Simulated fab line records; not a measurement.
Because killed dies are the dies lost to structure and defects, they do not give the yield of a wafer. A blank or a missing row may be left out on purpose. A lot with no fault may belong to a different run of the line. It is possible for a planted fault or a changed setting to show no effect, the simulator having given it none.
Chamber matching ; flow rit_cmos ; 4 sister chambers for RIT_GATE_ETCH_19 on rie_si-01
The step etches poly-Si in SF6/CHF3/O2, stops on SiO2, time 165 s, target depth 312.5 nm. 8 wafers are shown with their chamber, then 8 later ones without.

EACH WAFER AND ITS CHAMBER
wafer;chamber;throttle_valve_pct (%);drypump_motor_current_A (A)
L334.1;1;9.97;6.5
L334.6;3;10.25;5.7
L338.2;1;9.97;6.5
L338.6;2;10.31;6.3
L342.3;0;10.11;6.1
L342.5;3;10.23;5.7
L342.6;2;10.31;6.4
L344.3;0;10.13;6.1

WAFERS MISSING THEIR CHAMBER
wafer;throttle_valve_pct (%);drypump_motor_current_A (A)
L344.4;10.32;6.4
L344.5;10.32;6.3
L348.1;10.12;6.0
L348.5;9.97;6.5
L348.6;10.31;6.3
L350.2;10.32;6.4
L350.4;10.23;5.6
L350.5;10.30;6.4

THE CHAMBER EACH PASSED THROUGH
wafer;from the rows above;in truth
L344.4;2;2
L344.5;2;2
L348.1;0;0
L348.5;1;1
L348.6;2;2
L350.2;2;2
L350.4;3;3
L350.5;2;2
Correct placement for 8 of the 8. Number that these rows cannot place: 0. Number placed wrongly: 0.
How it was worked out, from the rows above alone: a wafer's distance from a chamber is the root of the sum, over the readings, of the square of ((its reading less the chamber's mean) divided by the reading's scatter). The wafer belongs to the nearest chamber; if the next one is less than 2 further off, it can't be placed. Each chamber's mean is taken over the wafers shown for it. The scatter is the square root of a quotient: the sum, over the shown wafers, of each reading's squared deviation from its chamber's mean, divided by wafers minus chambers.
